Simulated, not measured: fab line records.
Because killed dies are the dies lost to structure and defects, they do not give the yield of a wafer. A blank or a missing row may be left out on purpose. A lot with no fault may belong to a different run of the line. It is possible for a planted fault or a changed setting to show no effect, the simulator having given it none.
fab line records	flow ritCmos
record lots=5	wafers=15	lastDay=11
route steps=202 shown SILICIDE@163 CONTACT@168 M1@184
lots with no fault: from the same line, run without faults
startH: hours from the record's first day to the start of the lot's first wafer shown	waitH: time in hours since the lot's previous step	" repeats the value in the row above	L1.1+2: several wafers, shown together as one row	- no value, or no start was given	* or withheld: withheld	< > ~ a bound
route shown NAME@n: names a module that has steps shown in the file, with the first one's number in the route	usual: the fault-free wafers' mean and standard deviation	same: alike in all rows	chamber/n: place in a boat	sites: per-site readings	_std_site: standard deviation of those values	_edge_site: mean of outer sites minus mean of inner sites	radiusMm: how far each site lies from the wafer's centre	mask NAME#n: copy n	behind: the tool/chamber that last shaped the wafer	hold: cause of the lot's hold/its duration in hours/its outcome	device: which transistor (n, p or np) failed to switch	end of line: the same wafers' tests at the end of the route	where a step has no rows: the recipe by itself	killed: dies lost to structure and defects at the first sort, not the wafer's yield	map: a wafer's dies, marking killed ones x, the rest . and places with no die _
set.NAME: the setting that was run; set.NAME@STEP: the one run at that earlier step	model.NAME: the simulator's own value behind a step, which no gauge read
lots at selected steps of the route; one table per step, one row per wafer
services: a tool's chamber out of use, with start hour (startH, from the record's first day; less than 0 if before it), hours out, and reason
## steps
# step RIT_SILICIDE_RS_MEAS_02
# recipe thkMeasGauge=four-point-probe	reads=Ti_of_SILICIDE_SPUTTER_01
# usual SILICIDE_TI_RS=47.7/0.58
lot.wafer	tool	chamber	startH	waitH	SILICIDE_TI_RS[ohm/sq]
L305.1	filmMetro-02	-	51.58	0.1	47.5
L305.5	"	-	"	"	47.0
L305.6	"	-	"	"	47.9
L325.2	filmMetro-01	-	150.51	0.1	47.9
L325.3	"	-	"	"	47.7
L325.4	"	-	"	"	47.4
L327.2	filmMetro-02	-	161.09	0.1	47.1
L327.3	"	-	"	"	47.2
L327.6	"	-	"	"	47.0
L328.1	filmMetro-02	-	165.84	0.1	47.7
L328.2	"	-	"	"	47.7
L328.4	"	-	"	"	46.9
L320.2	filmMetro-02	-	245.77	0.1	48.0
L320.4	"	-	"	"	48.1
L320.5	"	-	"	"	48.4
# step RIT_SILICIDE_THK_MEAS_03
# recipe thkMeasGauge=xrf	reads=Ti_of_SILICIDE_SPUTTER_01
# usual SILICIDE_TI_THK=30.1/0.39
lot.wafer	tool	chamber	startH	waitH	SILICIDE_TI_THK[nm]
L305.1	filmMetro-02	-	51.70	0.1	30.4
L305.5	"	-	"	"	30.6
L305.6	"	-	"	"	30.1
L325.2	filmMetro-01	-	150.62	0.1	29.7
L325.3	"	-	"	"	29.6
L325.4	"	-	"	"	29.9
L327.2	filmMetro-02	-	161.20	0.1	30.6
L327.3	"	-	"	"	30.5
L327.6	"	-	"	"	30.7
L328.1	filmMetro-02	-	165.96	0.1	30.3
L328.2	"	-	"	"	30.2
L328.4	"	-	"	"	30.6
L320.2	filmMetro-02	-	245.88	0.1	30.0
L320.4	"	-	"	"	29.9
L320.5	"	-	"	"	29.9
# step RIT_SILICIDE_RTA_04
# recipe tempC=650	timeS=10	idleTempC=25	rampUpS=5	rampDownS=5	coolToC=25	ambient=N2
# step RIT_SILICIDE_WET_ETCH_05
# recipe chemistry=SPM	target=Ti	tempC=90	timeS=120	dry=n2Spin
# step RIT_SILICIDE_RTA_06
# recipe tempC=750	timeS=10	idleTempC=25	rampUpS=5	rampDownS=10	coolToC=25	ambient=N2
# step RIT_CONTACT_CVD_00
# recipe material=SiO2	targetThkNm=400	precursor=TEOS	tempC=390	timeS=61	rfW=400
# usual heaterPowerW=318/54	rfFwdPowerW=396.5/1.7
lot.wafer	tool	chamber	startH	waitH	heaterPowerW	rfFwdPowerW
L305.1	pecvd-03	1	51.94	0.1	330	394.0
L305.5	"	0	"	"	274	396.6
L305.6	"	1	"	"	342	392.5
L325.2	pecvd-04	0	150.84	0.0	294	396.3
L325.3	"	2	"	"	359	395.7
L325.4	"	0	"	"	310	396.4
L327.2	pecvd-01	2	161.46	0.0	265	397.9
L327.3	"	0	"	"	436	399.3
L327.6	"	1	"	"	287	399.4
L328.1	pecvd-04	2	166.20	0.1	313	394.9
L328.2	"	1	"	"	246	395.0
L328.4	"	1	"	"	253	395.8
L320.2	pecvd-03	0	246.11	0.0	268	398.0
L320.4	"	1	"	"	345	394.5
L320.5	"	0	"	"	269	397.7
# step RIT_CONTACT_THK_MEAS_01
# recipe reads=SiO2_of_CONTACT_CVD_00
# usual CONTACT_TEOS_THK=400/4.8
lot.wafer	tool	chamber	startH	waitH	CONTACT_TEOS_THK[nm]
L305.1	filmMetro-01	-	51.99	0.0	396
L305.5	"	-	"	"	406
L305.6	"	-	"	"	408
L325.2	filmMetro-04	-	150.90	0.0	395
L325.3	"	-	"	"	396
L325.4	"	-	"	"	404
L327.2	filmMetro-01	-	161.53	0.0	398
L327.3	"	-	"	"	398
L327.6	"	-	"	"	402
L328.1	filmMetro-02	-	166.25	0.0	396
L328.2	"	-	"	"	394
L328.4	"	-	"	"	406
L320.2	filmMetro-01	-	246.17	0.0	400
L320.4	"	-	"	"	400
L320.5	"	-	"	"	412
# step RIT_CONTACT_HMDS_02
# recipe primeTimeS=60	primeTempC=140
# step RIT_CONTACT_COAT_03
# recipe resist=NOVOLAK	spinRpm=3250	resistThkNm=1000
# step RIT_CONTACT_SOFTBAKE_04
# recipe resist=NOVOLAK	tempC=90	timeS=60
# step RIT_CONTACT_EXPOSE_05
# recipe maskId=M11	na=0.6	sourceShape=conventional	sigmaOuter=0.5	targetCdNm=1000	doseMj=250
# step RIT_CONTACT_PEB_06
# recipe resist=NOVOLAK	tempC=withheld	timeS=withheld
# step RIT_CONTACT_DEVELOP_07
# recipe resist=NOVOLAK	developTimeS=120	devTempC=23
# usual developerTempC=23.01/0.099
lot.wafer	tool	chamber	startH	waitH	developerTempC
L305.1	lithoTrack-02	0	52	-	22.97
L305.5	"	0	53	-	22.87
L305.6	"	0	"	"	23.02
L325.2	lithoTrack-03	0	151	-	23.00
L325.3	"	0	"	"	23.17
L325.4	"	0	"	"	22.95
L327.2	lithoTrack-03	0	162	-	22.99
L327.3	"	0	"	"	23.14
L327.6	"	0	"	"	23.08
L328.1	lithoTrack-01	0	167	-	23.03
L328.2	"	0	"	"	23.06
L328.4	"	0	"	"	23.03
L320.2	lithoTrack-02	0	247	-	22.98
L320.4	"	0	"	"	23.08
L320.5	"	0	"	"	23.13
# step RIT_CONTACT_CD_MEAS_08
# recipe targetCdNm=1000
# usual cdNm=1000.5/2
lot.wafer	tool	chamber	startH	waitH	cdNm
L305.1	cdSem-02	-	53.14	-	1000.0
L305.5	"	-	"	"	1001.0
L305.6	"	-	"	"	997.1
L325.2	cdSem-02	-	152.12	-	1004.0
L325.3	"	-	"	"	1004.7
L325.4	"	-	"	"	1003.8
L327.2	cdSem-02	-	162.69	-	999.1
L327.3	"	-	"	"	999.0
L327.6	"	-	"	"	1001.0
L328.1	cdSem-01	-	167.40	-	999.7
L328.2	"	-	"	"	999.1
L328.4	"	-	"	"	1000.5
L320.2	cdSem-01	-	247.46	-	1000.4
L320.4	"	-	"	"	999.7
L320.5	"	-	"	"	997.9
# step RIT_CONTACT_OVL_MEAS_09
# usual CONTACT_OVL=0.4/1.7
lot.wafer	tool	chamber	startH	waitH	CONTACT_OVL[nm]
L305.1	overlay-02	-	53.26	0.1	-0.8
L305.5	"	-	"	"	0.0
L305.6	"	-	"	"	0.1
L325.2	overlay-01	-	152.23	0.1	5.0
L325.3	"	-	"	"	5.1
L325.4	"	-	"	"	3.3
L327.2	overlay-01	-	162.79	0.1	0.8
L327.3	"	-	"	"	2.0
L327.6	"	-	"	"	0.8
L328.1	overlay-02	-	167.52	0.1	-0.4
L328.2	"	-	"	"	-0.2
L328.4	"	-	"	"	0.7
L320.2	overlay-01	-	247.57	0.1	1.2
L320.4	"	-	"	"	3.3
L320.5	"	-	"	"	2.2
# step RIT_CONTACT_HARDBAKE_10
# recipe resist=NOVOLAK	tempC=140	timeS=60
# step RIT_CONTACT_ETCH_11
# recipe targetDepthA=4800	overEtchFrac=0.2	stopOn=TiSi2	chemistry=CHF3/CF4/Ar	target=SiO2	CHF3_flow_sccm=50	cf4FlowSccm=10	Ar_flow_sccm=100	O2_flow_sccm=5	pressureMtorr=100	rfW=200	timeS=320
# usual CHF3_flow_sccm=49.98/0.15	chamberPressureMTorr=100.01/0.096	drypumpMotorCurrentA=5.7/0.5	oesProductAu=0.988/0.011	rfFwdPowerW=199.4/0.65	throttleValvePct=8.84/0.1
lot.wafer	tool	chamber	startH	waitH	CHF3_flow_sccm	chamberPressureMTorr	drypumpMotorCurrentA	oesProductAu	rfFwdPowerW	rfHoursCounterH	throttleValvePct
L305.1	rieDiel-01	2	53.44	0.1	49.79	100.11	5.3	0.994	200.1	80	8.84
L305.5	"	1	"	"	49.85	99.91	5.9	0.991	200.9	-	8.95
L305.6	"	0	"	"	49.79	99.90	5.3	0.986	199.3	-	8.69
L325.2	rieDiel-03	1	152.41	0.1	49.88	100.14	5.8	0.983	199.0	1	8.66
L325.3	"	2	"	"	50.11	99.96	5.9	0.971	199.2	40	8.90
L325.4	"	0	"	"	50.12	99.87	5.1	0.982	200.3	90	9.00
L327.2	rieDiel-01	1	162.97	0.1	49.96	100.12	5.9	0.990	199.9	1	8.95
L327.3	"	0	"	"	50.40	99.82	5.3	0.984	199.9	133	8.72
L327.6	"	0	"	"	50.01	99.96	5.3	0.989	200.3	-	8.72
L328.1	rieDiel-03	2	167.70	0.1	49.83	100.06	5.9	0.962	200.8	40	8.91
L328.2	"	0	"	"	50.19	99.99	5.1	0.975	200.3	90	8.98
L328.4	"	3	"	"	50.03	100.06	6.0	1.009	200.0	80	8.75
L320.2	rieDiel-03	2	247.75	0.1	50.20	99.77	5.9	0.970	199.1	39	8.91
L320.4	"	3	"	"	50.28	99.97	6.0	0.996	199.9	79	8.76
L320.5	"	3	"	"	49.98	100.02	6.0	1.006	199.5	-	8.76
# step RIT_CONTACT_STRIP_12
# recipe chemistry=O2	timeS=180	resist=NOVOLAK	platenTempC=withheld	powerW=500	pressureMtorr=4000	o2FlowSccm=4000
# usual chamberPressureMTorr=4000/3.6	drypumpMotorCurrentA=5.8/0.3
lot.wafer	tool	chamber	startH	waitH	chamberPressureMTorr	drypumpMotorCurrentA	rfHoursCounterH
L305.1	plasmaAsher-01	0	53.64	0.1	3999	6.1	38
L305.5	"	1	"	"	4003	5.3	-
L305.6	"	0	"	"	4000	6.1	-
L325.2	plasmaAsher-04	0	152.60	0.1	4007	6.0	4
L325.3	"	1	"	"	3998	5.7	-
L325.4	"	0	"	"	4000	6.0	-
L327.2	plasmaAsher-04	1	163.17	0.1	3994	5.7	5
L327.3	"	0	"	"	3998	6.0	-
L327.6	"	1	"	"	4003	5.7	-
L328.1	plasmaAsher-01	1	167.90	0.1	4008	5.3	47
L328.2	"	0	"	"	3993	6.1	47
L328.4	"	1	"	"	4001	5.3	-
L320.2	plasmaAsher-03	0	247.94	0.1	4006	5.5	47
L320.4	"	1	"	"	3996	6.0	-
L320.5	"	1	"	"	4004	6.0	-
# step RIT_CONTACT_CD_MEAS_90
# recipe targetCdNm=1000
# usual cdNm=1000.6/1.9
lot.wafer	tool	chamber	startH	waitH	cdNm
L305.1	cdSem-01	-	53.81	0.1	1000.2
L305.5	"	-	"	"	1001.2
L305.6	"	-	"	"	998.1
L325.2	cdSem-01	-	152.80	0.1	1004.1
L325.3	"	-	"	"	1004.7
L325.4	"	-	"	"	1003.5
L327.2	cdSem-02	-	163.36	0.1	999.4
L327.3	"	-	"	"	999.9
L327.6	"	-	"	"	1001.2
L328.1	cdSem-02	-	168.07	0.1	999.3
L328.2	"	-	"	"	998.7
L328.4	"	-	"	"	1000.7
L320.2	cdSem-01	-	248.13	0.1	1000.7
L320.4	"	-	"	"	999.8
L320.5	"	-	"	"	998.3
# step RIT_CONTACT_CLEAN_13
# recipe chemistry=SC1	mix=3:3:50	timeS=600	tempC=75
# step RIT_CONTACT_CLEAN_14
# recipe chemistry=SC2	mix=3:3:50	timeS=600	tempC=75	dry=n2Spin
# step RIT_M1_SPUTTER_00
# recipe material=Al	targetThkNm=400	powerW=2000	chamberPressurePa=0.4	gas=Ar	timeS=500	substrateTempC=25
# usual throttleValvePct=30.0/0.93
lot.wafer	tool	chamber	startH	waitH	throttleValvePct
L305.1	pvdSputter-03	-	54.28	0.0	30.3
L305.5	"	-	"	"	30.1
L305.6	"	-	"	"	27.5
L325.2	pvdSputter-02	-	153.60	0.0	30.9
L325.3	"	-	"	"	30.6
L325.4	"	-	"	"	30.3
L327.2	pvdSputter-02	-	163.99	0.0	28.8
L327.3	"	-	"	"	30.5
L327.6	"	-	"	"	30.2
L328.1	pvdSputter-03	-	168.54	0.0	30.0
L328.2	"	-	"	"	30.2
L328.4	"	-	"	"	27.9
L320.2	pvdSputter-04	-	248.60	0.0	30.1
L320.4	"	-	"	"	30.1
L320.5	"	-	"	"	30.0
# step RIT_M1_RS_MEAS_01
# recipe thkMeasGauge=four-point-probe	reads=Al_of_M1_SPUTTER_00
# usual M1_AL_RS=0.0732/0.00088
lot.wafer	tool	chamber	startH	waitH	M1_AL_RS[ohm/sq]
L305.1	filmMetro-03	-	54.58	0.1	0.0732
L305.5	"	-	"	"	0.0734
L305.6	"	-	"	"	0.0739
L325.2	filmMetro-04	-	154.12	0.4	0.0731
L325.3	"	-	"	"	0.0736
L325.4	"	-	"	"	0.0733
L327.2	filmMetro-01	-	164.30	0.2	0.0729
L327.3	"	-	"	"	0.0738
L327.6	"	-	"	"	0.0729
L328.1	filmMetro-01	-	168.84	0.1	0.0729
L328.2	"	-	"	"	0.0730
L328.4	"	-	"	"	0.0731
L320.2	filmMetro-04	-	248.94	0.2	0.0738
L320.4	"	-	"	"	0.0736
L320.5	"	-	"	"	0.0736
# step RIT_M1_THK_MEAS_02
# recipe thkMeasGauge=xrf	reads=Al_of_M1_SPUTTER_00
# usual M1_AL_THK=405/5.5
lot.wafer	tool	chamber	startH	waitH	M1_AL_THK[nm]
L305.1	filmMetro-03	-	54.70	0.1	407
L305.5	"	-	"	"	406
L305.6	"	-	"	"	401
L325.2	filmMetro-04	-	154.23	0.1	409
L325.3	"	-	"	"	406
L325.4	"	-	"	"	408
L327.2	filmMetro-01	-	164.41	0.1	404
L327.3	"	-	"	"	398
L327.6	"	-	"	"	403
L328.1	filmMetro-01	-	168.96	0.1	407
L328.2	"	-	"	"	404
L328.4	"	-	"	"	401
L320.2	filmMetro-04	-	249.05	0.1	404
L320.4	"	-	"	"	404
L320.5	"	-	"	"	406
# step RIT_M1_HMDS_03
# recipe primeTimeS=60	primeTempC=140
# step RIT_M1_COAT_04
# recipe resist=NOVOLAK	spinRpm=2000	resistThkNm=1300
# step RIT_M1_SOFTBAKE_05
# recipe resist=NOVOLAK	tempC=90	timeS=60
# step RIT_M1_EXPOSE_06
# recipe maskId=M12	na=0.6	sourceShape=conventional	sigmaOuter=0.5	targetCdNm=2600	doseMj=250
# step RIT_M1_PEB_07
# recipe resist=NOVOLAK	tempC=withheld	timeS=withheld
# step RIT_M1_DEVELOP_08
# recipe resist=NOVOLAK	developTimeS=68	devTempC=23
# step RIT_M1_CD_MEAS_09
# recipe targetCdNm=2600
# usual cdNm=2600.0/2.6
lot.wafer	tool	chamber	startH	waitH	cdNm
L305.1	cdSem-02	-	55.64	-	2600.4
L305.5	"	-	"	"	2602.5
L305.6	"	-	"	"	2602.0
L325.2	cdSem-02	-	155.31	-	2596.8
L325.3	"	-	"	"	2598.5
L325.4	"	-	"	"	2596.2
L327.2	cdSem-02	-	165.49	-	2596.3
L327.3	"	-	"	"	2596.1
L327.6	"	-	"	"	2597.6
L328.1	cdSem-01	-	170.02	-	2598.2
L328.2	"	-	"	"	2599.8
L328.4	"	-	"	"	2598.0
L320.2	cdSem-02	-	250.12	-	2599.4
L320.4	"	-	"	"	2601.2
L320.5	"	-	"	"	2600.4
# step RIT_M1_OVL_MEAS_10
# usual M1_OVL=0.5/1.4
lot.wafer	tool	chamber	startH	waitH	M1_OVL[nm]
L305.1	overlay-01	-	55.76	0.1	1.3
L305.5	"	-	"	"	0.3
L305.6	"	-	"	"	0.5
L325.2	overlay-02	-	155.41	0.1	0.9
L325.3	"	-	"	"	-0.3
L325.4	"	-	"	"	0.0
L327.2	overlay-02	-	165.59	0.1	1.9
L327.3	"	-	"	"	2.8
L327.6	"	-	"	"	2.2
L328.1	overlay-02	-	170.14	0.1	1.1
L328.2	"	-	"	"	0.5
L328.4	"	-	"	"	1.3
L320.2	overlay-01	-	250.23	0.1	2.7
L320.4	"	-	"	"	2.4
L320.5	"	-	"	"	3.1
# step RIT_M1_HARDBAKE_11
# recipe resist=NOVOLAK	tempC=140	timeS=120
# step RIT_M1_METAL_ETCH_12
# recipe stopOn=SiO2	chemistry=Cl2/BCl3	target=Al	timeS=165	overEtchFrac=0.5	pressureMtorr=100	targetDepthA=6000	rfW=250	Cl2_flow_sccm=60	bcl3FlowSccm=50
# step RIT_M1_STRIP_13
# recipe chemistry=nmp	resist=NOVOLAK	tempC=80	timeS=600	dry=n2Spin
# step RIT_M1_STRIP_14
# recipe chemistry=O2	timeS=180	platenTempC=withheld	powerW=500	pressureMtorr=4000	o2FlowSccm=4000
# usual chamberPressureMTorr=4000/4.1	drypumpMotorCurrentA=5.7/0.33
lot.wafer	tool	chamber	startH	waitH	chamberPressureMTorr	drypumpMotorCurrentA	rfHoursCounterH
L305.1	plasmaAsher-04	0	56.38	0.0	4003	6.0	44
L305.5	"	1	"	"	3996	5.7	-
L305.6	"	0	"	"	4000	6.0	-
L325.2	plasmaAsher-04	0	156.03	0.0	4005	6.0	5
L325.3	"	1	"	"	4002	5.7	-
L325.4	"	0	"	"	4002	6.0	-
L327.2	plasmaAsher-01	1	166.21	0.0	3996	5.3	47
L327.3	"	0	"	"	3999	6.1	-
L327.6	"	0	"	"	4001	6.1	-
L328.1	plasmaAsher-01	0	170.94	0.0	3999	6.1	48
L328.2	"	1	"	"	4003	5.3	48
L328.4	"	0	"	"	3998	6.1	-
L320.2	plasmaAsher-02	1	250.86	0.0	3999	5.9	37
L320.4	"	1	"	"	3998	5.9	-
L320.5	"	0	"	"	3991	5.3	-
# step RIT_M1_CD_MEAS_90
# recipe targetCdNm=2600
# usual cdNm=2599.7/2.8
lot.wafer	tool	chamber	startH	waitH	cdNm
L305.1	cdSem-01	-	56.56	0.1	2601.0
L305.5	"	-	"	"	2603.2
L305.6	"	-	"	"	2603.1
L325.2	cdSem-02	-	156.22	0.1	2596.0
L325.3	"	-	"	"	2597.5
L325.4	"	-	"	"	2596.0
L327.2	cdSem-01	-	166.41	0.1	2595.6
L327.3	"	-	"	"	2595.2
L327.6	"	-	"	"	2596.7
L328.1	cdSem-02	-	171.12	0.1	2597.3
L328.2	"	-	"	"	2597.7
L328.4	"	-	"	"	2597.3
L320.2	cdSem-02	-	251.06	0.1	2598.3
L320.4	"	-	"	"	2602.1
L320.5	"	-	"	"	2599.2
# step RIT_M1_ANNEAL_15
# recipe tempC=450	timeS=1800	ambient=forming_gas_H2N2
# step RIT_M1_BOW_MEAS_16
# recipe mode=bow
# usual M1_BOW=17/6
lot.wafer	tool	chamber	startH	waitH	M1_BOW[um]
L305.1	filmMetro-03	-	58.18	0.0	10
L305.5	"	-	"	"	12
L305.6	"	-	"	"	18
L325.2	filmMetro-04	-	157.84	0.0	26
L325.3	"	-	"	"	23
L325.4	"	-	"	"	21
L327.2	filmMetro-01	-	169.06	0.0	10
L327.3	"	-	"	"	23
L327.6	"	-	"	"	11
L328.1	filmMetro-01	-	173.79	0.0	18
L328.2	"	-	"	"	11
L328.4	"	-	"	"	16
L320.2	filmMetro-04	-	253.18	0.0	10
L320.4	"	-	"	"	19
L320.5	"	-	"	"	17
# step RIT_M1_PROBE_99
# usual killedAtContacts=0.1/0.25	killedAtFrontEnd=7/3.3	killedDies=7/3.3	killedOpen=3.6/2	killedShort=3.6/2.1
# same grossDies=264	killed_at_M0_to_M3=0	killed_at_M4_up=0	killedAtBackSide=0	killedAtOther=0
lot.wafer	tool	chamber	startH	waitH	killedAtContacts	killedAtFrontEnd	killedDies	killedOpen	killedShort	model.etest.nmos_0p15.gateBvV	model.etest.pmos_0p15.gateBvV	model.etest.pmos_0p15.bvV	model.etest.pmos_0p3.bvV	model.etest.nmos_0p3.bvV	model.etest.nmos_0p15.bvV
L305.1	prober-01	-	58.30	0.1	0	9	9	4	5	4.873	4.777	5.66	5.66	5.48	5.48
L305.5	prober-01	-	58.50	0.2	0	7	7	3	4	4.844	4.706	5.619	5.619	5.493	5.493
L305.6	prober-01	-	58.55	0.2	0	5	5	3	2	4.878	4.766	5.652	5.652	5.493	5.493
L325.2	prober-01	-	157.99	0.1	0	8	8	4	4	4.785	4.66	5.648	5.648	5.499	5.499
L325.3	prober-01	-	158.04	0.2	0	10	10	6	4	4.748	4.679	5.649	5.649	5.444	5.444
L325.4	prober-01	-	158.09	0.2	0	4	4	2	2	4.815	4.692	5.674	5.673	5.473	5.473
L327.2	prober-01	-	169.21	0.1	0	8	8	5	3	4.717	4.602	5.582	5.58	5.425	5.425
L327.3	prober-01	-	169.26	0.2	0	9	9	2	7	4.735	4.623	5.598	5.598	5.413	5.413
L327.6	prober-01	-	169.41	0.2	1	4	5	2	3	4.714	4.599	5.578	5.577	5.43	5.43
L328.1	prober-02	-	173.91	0.1	0	2	2	1	1	4.818	4.702	5.636	5.636	5.519	5.519
L328.2	prober-02	-	173.96	0.1	0	2	2	0	2	4.841	4.771	5.679	5.679	5.52	5.52
L328.4	prober-02	-	174.06	0.2	0	3	3	2	1	4.792	4.643	5.591	5.59	5.492	5.492
L320.2	prober-02	-	253.33	0.1	0	9	9	5	4	4.409	4.297	5.355	5.354	5.271	5.271
L320.4	prober-02	-	253.43	0.2	0	3	3	2	1	4.415	4.295	5.358	5.358	5.268	5.268
L320.5	prober-02	-	253.48	0.2	0	1	1	1	0	4.456	4.357	5.396	5.395	5.285	5.285
# killed by level:class
L305.1 GATE:geometricParticle:short=3 FOX1:geometricParticle:open=2 GATE:geometricParticle:open=2 FOX1:geometricParticle:short=1 SILICIDE:geometricParticle:short=1
L305.5 FOX1:geometricParticle:short=2 GATE:geometricParticle:open=2 GATE:geometricParticle:short=1 SILICIDE:geometricParticle:open=1 SILICIDE:geometricParticle:short=1
L305.6 ACTIVE:geometricParticle:open=1 FOX2:geometricParticle:open=1 FOX2:geometricParticle:short=1 GATE:geometricParticle:open=1 SPACER:geometricParticle:short=1
L325.2 REOX:geometricParticle:short=3 SILICIDE:geometricParticle:open=3 ACTIVE:geometricParticle:short=1 GATE:geometricParticle:open=1
L325.3 GATE:geometricParticle:open=3 GATE:geometricParticle:short=2 REOX:geometricParticle:short=2 SILICIDE:geometricParticle:open=2 SPACER:geometricParticle:open=1
L325.4 GATE:geometricParticle:short=2 GATE:geometricParticle:open=1 SILICIDE:geometricParticle:open=1
L327.2 GATE:geometricParticle:open=2 SILICIDE:geometricParticle:open=2 FOX1:geometricParticle:short=1 REOX:geometricParticle:short=1 REOX:geometricParticle:open=1 SILICIDE:geometricParticle:short=1
L327.3 FOX2:geometricParticle:short=3 GATE:geometricParticle:short=2 FOX2:geometricParticle:open=1 GATE:geometricParticle:open=1 SPACER:geometricParticle:short=1 SILICIDE:geometricParticle:short=1
L327.6 SILICIDE:geometricParticle:short=2 GATE:geometricParticle:short=1 REOX:geometricParticle:open=1 CONTACT:geometricParticle:open=1
L328.1 FOX2:geometricParticle:open=1 SPACER:geometricParticle:short=1
L328.2 FOX1:geometricParticle:short=2
L328.4 SPACER:geometricParticle:open=2 GATE:geometricParticle:short=1
L320.2 FOX1:geometricParticle:open=2 GATE:geometricParticle:short=2 FOX1:geometricParticle:short=1 GATE:geometricParticle:open=1 SPACER:geometricParticle:open=1 SILICIDE:geometricParticle:open=1 SILICIDE:geometricParticle:short=1
L320.4 FOX1:geometricParticle:open=2 GATE:geometricParticle:short=1
L320.5 FOX1:geometricParticle:open=1
## services
tool	chamber	startH	hours	kind
rieDiel-03	-	55.20	1.5	repair
rieDiel-03	1	75.11	-	clean
rieDiel-03	1	75.11	20.8	scheduledDown
rieDiel-03	1	75.11	20.8	ventCycle
rieDiel-03	2	90.93	5.7	repair
rieDiel-01	1	98.07	-	clean
rieDiel-01	1	98.07	-	consumableReplace:esc
rieDiel-01	1	98.07	27.3	scheduledDown
rieDiel-01	1	98.07	27.3	ventCycle
plasmaAsher-04	-	108.75	9.0	pm
plasmaAsher-04	0	108.75	9.0	ventCycle
plasmaAsher-04	1	108.75	9.0	ventCycle
plasmaAsher-01	-	111.34	10.6	repair
plasmaAsher-04	0	117.75	-	clean
plasmaAsher-04	1	117.75	-	clean
plasmaAsher-01	-	123.88	14.6	pm
pecvd-01	0	126.64	3.0	repair
pvdSputter-02	-	141.30	8.2	repair
plasmaAsher-03	-	167.46	2.8	pm
## key
firstSign none at tools or gauges
modelEffect step=RIT_M1_PROBE_99	value=etest.nmos_0p15.gateBvV	without=4.861	struck=4.427
metAt RIT_CONTACT_DEVELOP_07
struckWafers L320.2,L320.4,L320.5
testerLeftOut L320
onsetBetween 52 247
alsoFits time
earlierFault kind=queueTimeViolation	tool=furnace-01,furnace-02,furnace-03	chamber=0	onsetH=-	steps=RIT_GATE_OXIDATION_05	delayHr=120	scope=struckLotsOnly
fault kind=processParameterDrift	tool=lithoTrack-02	chamber=-	onsetH=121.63	steps=RIT_CONTACT_DEVELOP_07	channel=developTimeS	offset=*	shape=step	actsIn=*	stated=*
# testerLeftOut: of these lots the tester's yield and bins aren't shown, on N5 and GAA mostly nor the transistor test; their killed dies are dies lost to structure and defects alone, not to doping, threshold or leakage, so they don't give the yield
